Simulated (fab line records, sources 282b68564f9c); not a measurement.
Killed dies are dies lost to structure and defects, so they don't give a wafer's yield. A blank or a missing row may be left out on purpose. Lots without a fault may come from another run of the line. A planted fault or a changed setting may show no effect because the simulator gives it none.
fab line records | flow rit_cmos
record lots=6 wafers=18 last_day=7
route steps=202 shown NLDD@104 PLDD@114 M1@202
lots that met no fault: from a run of the same line without faults
start_h: hours from the record's first day to the start of the lot's first wafer shown | wait_h: hours since the lot's step before | " the same as in the row above | L1.1+2: a row that stands for several wafers | - no value, or no start given | * or withheld: withheld | < > ~ a bound
route shown NAME@n: a module of which the file shows steps, and the number in the route of the first | usual: mean/standard deviation of fault-free wafers | same: alike in all rows | chamber/n: place in a boat | sites: the reading at each site | _std_site: their standard deviation | _edge_site: outer sites' mean less inner sites' | radius_mm: how far each site lies from the wafer's centre | mask NAME#n: copy n | behind: the tool/chamber that last shaped the wafer | hold: why the lot was held/for how many hours/how that ended | device: the transistor (n, p or np) that didn't switch | end of line: the same wafers' tests at the end of the route | a step without rows: its recipe alone | killed: dies lost to structure and defects at the first sort, not the wafer's yield | map: a wafer's dies, x killed, . not, _ none there
set.NAME: the setting as run; set.NAME@STEP: as run at that earlier step | model.NAME: the simulator's own value behind a step, which no gauge read
lots at some steps of the route; a table a step, a row a wafer
services: from which hour (start_h, from the record's first day; less than 0 if before it) a tool's chamber was out of use, for how many hours, and why
## steps
# step RIT_NLDD_COAT_01
# recipe resist=NOVOLAK spin_rpm=3250 resist_thk_nm=1000
# step RIT_NLDD_SOFTBAKE_02
# recipe resist=NOVOLAK temp_c=90 time_s=62.36
# usual heater_power_total_W=34.55/0.048 plate_sensor_t_centre_C=90.968/0.0099 plate_sensor_t_edge_C=91.021/0.0097
# same time_s=62.36
# columns lot.wafer tool chamber start_h wait_h heater_power_total_W plate_sensor_t_centre_C plate_sensor_t_edge_C
L111.2 litho_track-01 0 41.84 0.1 34.52 90.965 91.030
L111.3 " 0 " " 34.55 90.946 91.023
L111.6 " 0 " " 34.59 90.977 91.028
L126.1 litho_track-04 0 116.36 0.1 34.58 90.956 91.018
L126.4 " 0 " " 34.59 90.966 91.029
L126.6 " 0 " " 34.45 90.986 91.026
L128.2 litho_track-03 0 126.79 0.1 34.53 90.984 91.029
L128.3 " 0 " " 34.56 90.972 91.014
L128.4 " 0 " " 34.56 90.982 91.013
L129.2 litho_track-01 0 130.13 0.1 34.49 90.966 91.008
L129.4 " 0 " " 34.54 90.962 91.025
L129.5 " 0 " " 34.58 90.957 91.034
L130.3 litho_track-03 0 135.15 0.1 34.55 90.964 91.008
L130.5 " 0 " " 34.49 90.961 91.033
L130.6 " 0 " " 34.55 90.977 91.025
L134.1 litho_track-03 0 155.25 0.1 34.65 90.959 91.028
L134.3 " 0 " " 34.55 90.986 91.018
L134.5 " 0 " " 34.49 90.957 91.021
# step RIT_NLDD_EXPOSE_03
# recipe mask_id=M7 na=0.57 target_cd_nm=40700 dose_mj=250
# step RIT_NLDD_PEB_04
# recipe resist=NOVOLAK temp_c=withheld time_s=withheld
# step RIT_NLDD_DEVELOP_05
# recipe resist=NOVOLAK develop_time_s=50 dev_temp_c=23
# step RIT_NLDD_OVL_MEAS_06
# usual NLDD_OVL=0.1/1.3
# columns lot.wafer tool chamber start_h wait_h NLDD_OVL[nm]
L111.2 overlay-01 - 42.49 - -0.8
L111.3 " - " " 2.8
L111.6 " - " " 0.4
L126.1 overlay-01 - 117.03 - 1.1
L126.4 " - " " -0.6
L126.6 " - " " -1.8
L128.2 overlay-01 - 127.32 - -0.4
L128.3 " - " " -1.0
L128.4 " - " " 1.7
L129.2 overlay-02 - 130.93 - -2.5
L129.4 " - " " 0.8
L129.5 " - " " -0.2
L130.3 overlay-01 - 135.66 - -1.5
L130.5 " - " " -0.7
L130.6 " - " " -1.3
L134.1 overlay-02 - 155.92 - -1.6
L134.3 " - " " -0.2
L134.5 " - " " -1.3
# step RIT_NLDD_HARDBAKE_07
# recipe resist=NOVOLAK temp_c=140 time_s=60
# step RIT_NLDD_IMPLANT_08
# recipe species=P energy_kev=20 dose_cm2=5e+14 tilt_deg=7
# step RIT_NLDD_STRIP_09
# recipe chemistry=O2 time_s=180 resist=NOVOLAK platen_temp_c=withheld power_w=500 pressure_mtorr=4000 o2_flow_sccm=4000
# usual drypump_motor_current_A=5.5/0.49
# same time_s=180
# columns lot.wafer tool chamber start_h wait_h drypump_motor_current_A rf_hours_counter_h
L111.2 plasma_asher-01 1 42.82 0.1 4.8 41
L111.3 " 0 " " 6.2 -
L111.6 " 1 " " 4.8 -
L126.1 plasma_asher-04 0 117.54 0.3 5.2 34
L126.4 " 0 " " 5.2 -
L126.6 " 1 " " 5.6 -
L128.2 plasma_asher-04 1 127.65 0.1 5.5 35
L128.3 " 1 " " 5.6 -
L128.4 " 0 " " 5.2 -
L129.2 plasma_asher-01 1 131.26 0.1 4.8 50
L129.4 " 0 " " 6.2 -
L129.5 " 0 " " 6.2 -
L130.3 plasma_asher-04 0 136.04 0.1 5.2 -
L130.5 " 1 " " 5.5 -
L130.6 " 0 " " 5.2 -
L134.1 plasma_asher-02 0 156.26 0.1 5.7 4
L134.3 " 0 " " 5.7 -
L134.5 " 1 " " 5.4 -
# step RIT_NLDD_TW_MEAS_10
# usual NLDD_TW=2501/43
# columns lot.wafer tool chamber start_h wait_h NLDD_TW
L111.2 film_metro-01 - 43.01 0.1 2444
L111.3 " - " " 2449
L111.6 " - " " 2449
L126.1 film_metro-01 - 117.71 0.1 2459
L126.4 " - " " 2461
L126.6 " - " " 2462
L128.2 film_metro-03 - 127.84 0.1 2559
L128.3 " - " " 2568
L128.4 " - " " 2554
L129.2 film_metro-02 - 131.44 0.1 2519
L129.4 " - " " 2522
L129.5 " - " " 2520
L130.3 film_metro-03 - 136.18 0.1 2555
L130.5 " - " " 2556
L130.6 " - " " 2545
L134.1 film_metro-01 - 156.43 0.1 2469
L134.3 " - " " 2465
L134.5 " - " " 2455
# step RIT_PLDD_HMDS_00
# recipe prime_time_s=60 prime_temp_c=140
# step RIT_PLDD_COAT_01
# recipe resist=NOVOLAK spin_rpm=3250 resist_thk_nm=1000
# step RIT_PLDD_SOFTBAKE_02
# recipe resist=NOVOLAK temp_c=90 time_s=60
# usual heater_power_total_W=34.56/0.052 plate_temp_C=89.98/0.12
# same time_s=60
# columns lot.wafer tool chamber start_h wait_h heater_power_total_W plate_temp_C
L111.2 litho_track-04 0 43.38 0.1 34.50 89.96
L111.3 " 0 " " 34.51 89.88
L111.6 " 0 " " 34.56 89.85
L126.1 litho_track-03 0 118.07 0.1 34.51 90.03
L126.4 " 0 " " 34.56 89.96
L126.6 " 0 " " 34.63 90.03
L128.2 litho_track-04 0 128.21 0.1 34.52 89.96
L128.3 " 0 " " 34.54 89.82
L128.4 " 0 " " 34.61 90.06
L129.2 litho_track-03 0 131.82 0.1 33.99 88.73
L129.4 " 0 " " 33.96 88.70
L129.5 " 0 " " 33.97 88.87
L130.3 litho_track-03 0 136.57 0.1 34.00 88.70
L130.5 " 0 " " 33.98 88.61
L130.6 " 0 " " 33.91 88.85
L134.1 litho_track-02 0 156.79 0.1 34.61 90.13
L134.3 " 0 " " 34.51 90.07
L134.5 " 0 " " 34.58 90.29
# step RIT_PLDD_EXPOSE_03
# recipe mask_id=M8 na=0.57 target_cd_nm=40900 dose_mj=250
# step RIT_M1_PROBE_99
# usual killed_at_M0_to_M3=0.0/0.14 killed_at_front_end=6.9/3 killed_dies=6.9/3 killed_open=3.5/2 killed_short=3.4/2.1
# same gross_dies=264 killed_at_M4_up=0 killed_at_back_side=0 killed_at_contacts=0 killed_at_other=0
# columns lot.wafer tool chamber start_h wait_h killed_at_M0_to_M3 killed_at_front_end killed_dies killed_open killed_short
L111.2 prober-01 - 59.24 0.1 0 11 11 3 8
L111.3 prober-01 - 59.29 0.2 0 19 19 9 10
L111.6 prober-01 - 59.44 0.2 0 14 14 6 8
L126.1 prober-02 - 132.49 0.1 0 3 3 0 3
L126.4 prober-02 - 132.64 0.2 0 6 6 2 4
L126.6 prober-02 - 132.74 0.2 0 6 6 5 1
L129.2 prober-01 - 146.69 0.1 1 8 9 2 5
L129.4 prober-01 - 146.79 0.2 0 2 2 1 0
L129.5 prober-01 - 146.84 0.2 0 5 5 2 2
L130.3 prober-02 - 151.40 0.2 0 8 8 5 3
L130.5 prober-02 - 151.50 0.2 0 8 8 7 1
L130.6 prober-02 - 151.55 0.2 0 8 8 5 3
# killed by level:class
L111.2 GATE:geometric_particle:short=5 FOX2:geometric_particle:short=2 GATE:geometric_particle:open=2 FOX1:geometric_particle:short=1 SPACER:geometric_particle:open=1
L111.3 GATE:geometric_particle:open=5 FOX1:geometric_particle:short=4 GATE:geometric_particle:short=4 FOX1:geometric_particle:open=1 FOX2:geometric_particle:short=1 FOX2:geometric_particle:open=1 REOX:geometric_particle:open=1 SPACER:geometric_particle:short=1
L111.6 SPACER:geometric_particle:short=4 GATE:geometric_particle:short=3 FOX1:geometric_particle:open=2 GATE:geometric_particle:open=2 FOX1:geometric_particle:short=1 REOX:geometric_particle:open=1 SPACER:geometric_particle:open=1
L126.1 FOX2:geometric_particle:short=1 REOX:geometric_particle:short=1 SPACER:geometric_particle:short=1
L126.4 REOX:geometric_particle:short=2 FOX1:geometric_particle:short=1 GATE:geometric_particle:short=1 GATE:geometric_particle:open=1 REOX:geometric_particle:open=1
L126.6 SILICIDE:geometric_particle:open=3 FOX2:geometric_particle:open=1 GATE:geometric_particle:open=1 REOX:geometric_particle:short=1
L129.2 GATE:geometric_particle:short=2 REOX:geometric_particle:short=2 NWELL:coat_microbubble_printed=2 REOX:geometric_particle:open=1 SILICIDE:geometric_particle:open=1 M1:geometric_particle:short=1
L129.4 SILICIDE:geometric_particle:open=1 NWELL:coat_microbubble_printed=1
L129.5 FOX1:geometric_particle:open=1 FOX1:geometric_particle:short=1 GATE:geometric_particle:open=1 REOX:geometric_particle:short=1 NWELL:coat_microbubble_printed=1
L130.3 REOX:geometric_particle:open=2 REOX:geometric_particle:short=2 FOX1:geometric_particle:open=1 GATE:geometric_particle:open=1 GATE:geometric_particle:short=1 SPACER:geometric_particle:open=1
L130.5 FOX1:geometric_particle:open=3 GATE:geometric_particle:open=2 GATE:geometric_particle:short=1 REOX:geometric_particle:open=1 SPACER:geometric_particle:open=1
L130.6 GATE:geometric_particle:short=2 REOX:geometric_particle:open=2 FOX2:geometric_particle:open=1 GATE:geometric_particle:open=1 REOX:geometric_particle:short=1 SPACER:geometric_particle:open=1
## services
# columns tool chamber start_h hours kind
plasma_asher-02 - 70.02 8.1 repair
plasma_asher-01 - 74.99 3.2 repair
plasma_asher-01 - 90.39 5.1 repair
plasma_asher-02 - 108.75 9.0 pm
plasma_asher-02 0 108.75 9.0 vent_cycle
plasma_asher-02 1 108.75 9.0 vent_cycle
plasma_asher-01 - 115.79 4.3 repair
plasma_asher-02 0 117.75 - clean
plasma_asher-02 1 117.75 - clean
## key
first_sign step=RIT_PLDD_SOFTBAKE_02 reading=heater_power_total_W direction=down sigmas=11 usual=34.56 struck=33.97
effect step=RIT_PLDD_SOFTBAKE_02 reading=plate_temp_C direction=down sigmas=11 usual=* struck=*
met_at RIT_PLDD_SOFTBAKE_02
struck_wafers L129.2,L129.4,L129.5,L130.3,L130.5,L130.6
tester_left_out L129,L130
onset_between 118.07 131.82
fault kind=process_parameter_drift tool=litho_track-03 chamber=- onset_h=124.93 steps=RIT_PLDD_SOFTBAKE_02 channel=temp_c offset=* shape=step end_h=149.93 acts_in=* stated=*
# tester_left_out: of these lots the tester's yield and bins aren't shown, on N5 and GAA mostly nor the transistor test; their killed dies are dies lost to structure and defects alone, not to doping, threshold or leakage, so they don't give the yield
